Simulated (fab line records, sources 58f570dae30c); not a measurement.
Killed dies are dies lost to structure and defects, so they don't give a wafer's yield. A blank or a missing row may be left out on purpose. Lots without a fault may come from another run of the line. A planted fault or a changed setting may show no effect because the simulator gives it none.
Split-lot experiment | flow berkeley_cmos170 | 5 lots, 23 wafers read, on a route of 331 steps

THE SPLIT
At UCB170_NSD_PEB_04, the setting peb_temp_c was moved away from the recipe's 130 C on 10 of the 23 wafers read, by -2.2% to +1.8%. The other wafers ran this setting at the recipe's value.

FROM THE SPLIT TO THE READING: what the file shows between them, 1 step
- UCB170_NSD_DEVELOP_05: develop time 45 s

THE READING
cd_nm, in nm, at UCB170_NSD_CD_MEAS_06 (target cd 1200 nm). Fault-free wafers of this fab line usually give 1200.0 nm, standard deviation 1.1 nm.

wafer  | tool, chamber at the split | peb_temp_c as run, C | against the recipe | cd_nm, nm | against lot-mates on the recipe
L077.1 | litho_track-02, 0          | 132.4                | +1.8%              | 1225.7    | +21.0
L077.2 | litho_track-02, 0          | 132.4                | +1.8%              | 1214.5    | +9.8
L077.3 | litho_track-02, 0          | 130                  | recipe             | 1210.9    | -
L077.4 | litho_track-02, 0          | 132.4                | +1.8%              | 1226.3    | +21.6
L077.6 | litho_track-02, 0          | 130                  | recipe             | 1198.4    | -
L080.1 | litho_track-04, 0          | 131.8                | +1.4%              | 1210.9    | +12.2
L080.3 | litho_track-04, 0          | 130                  | recipe             | 1199.5    | -
L080.4 | litho_track-04, 0          | 130                  | recipe             | 1198.5    | -
L080.5 | litho_track-04, 0          | 130                  | recipe             | 1198.2    | -
L080.6 | litho_track-04, 0          | 131.8                | +1.4%              | 1209.5    | +10.8
L082.1 | litho_track-02, 0          | 130                  | recipe             | 1199.3    | -
L082.2 | litho_track-02, 0          | 128.6                | -1.1%              | 1190.5    | -9.2
L082.3 | litho_track-02, 0          | 128.6                | -1.1%              | 1190.9    | -8.8
L082.4 | litho_track-02, 0          | 130                  | recipe             | 1200.0    | -
L082.5 | litho_track-02, 0          | 128.6                | -1.1%              | 1190.1    | -9.6
L083.1 | litho_track-01, 0          | 130                  | recipe             | 1201.3    | -
L083.2 | litho_track-01, 0          | 130                  | recipe             | 1201.9    | -
L083.4 | litho_track-01, 0          | 127.1                | -2.2%              | 1180.1    | -18.2
L083.5 | litho_track-01, 0          | 130                  | recipe             | 1191.6    | -
L083.6 | litho_track-01, 0          | 127.1                | -2.2%              | 1171.6    | -26.7
L085.1 | litho_track-04, 0          | 130                  | recipe             | 1201.5    | -
L085.2 | litho_track-04, 0          | 130                  | recipe             | 1200.7    | -
L085.5 | litho_track-04, 0          | 130                  | recipe             | 1200.5    | -

THE FIT
A straight line over all 23 wafers: cd_nm changes by +10.5 nm for each +1% of peb_temp_c; r = +0.94; the points scatter about the line by 4.4 nm.
The same after taking each lot's own level away (the mean of its wafers on the recipe; 23 wafers): +9.4 nm for each +1%; r = +0.95; scatter 3.7 nm.
On that fit, the largest move of peb_temp_c shifts the reading by 21 nm.
The lots' own levels span 1198.27 to 1204.65 nm, that is 5.8 times the standard deviation above.
So the lot-to-lot level changes the slope: the two fits differ.
Check: with one of the wafers moved furthest among these (-2.2%) left out of the fit, the line predicts -21.9 nm for it against its lot-mates. It came out at -18.2 nm against them.

OTHER SPLITS ON THESE WAFERS
These wafers also went through other splits before the reading. Each is held against what the fit with the lots' levels taken away leaves over:
other split on the same wafers          | wafers away from the commonest value | r with cd_nm (lot level and that fit taken away)
UCB170_NWELL_CVD_04 sih2cl2_flow_sccm   | 18                                   | +0.13
UCB170_NWELL_PEB_10 peb_temp_c          | 6                                    | +0.11
UCB170_WELLDRIVE_OXIDATION_01 ox_time_s | 18                                   | +0.07
UCB170_PFIELD_COAT_01 spin_rpm          | 10                                   | +0.21
UCB170_PFIELD_IMPLANT_07 energy_kev     | 9                                    | -0.11
UCB170_NLDD_IMPLANT_08 dose_cm2         | 7                                    | -0.24
UCB170_NLDD_IMPLANT_09 energy_kev       | 9                                    | +0.08
UCB170_NSD_EXPOSE_03 dose_mj            | 5                                    | +0.70

THE FILE'S OWN FIT
cd_nm changes by +9.45 nm for each +1% of peb_temp_c, r = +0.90.
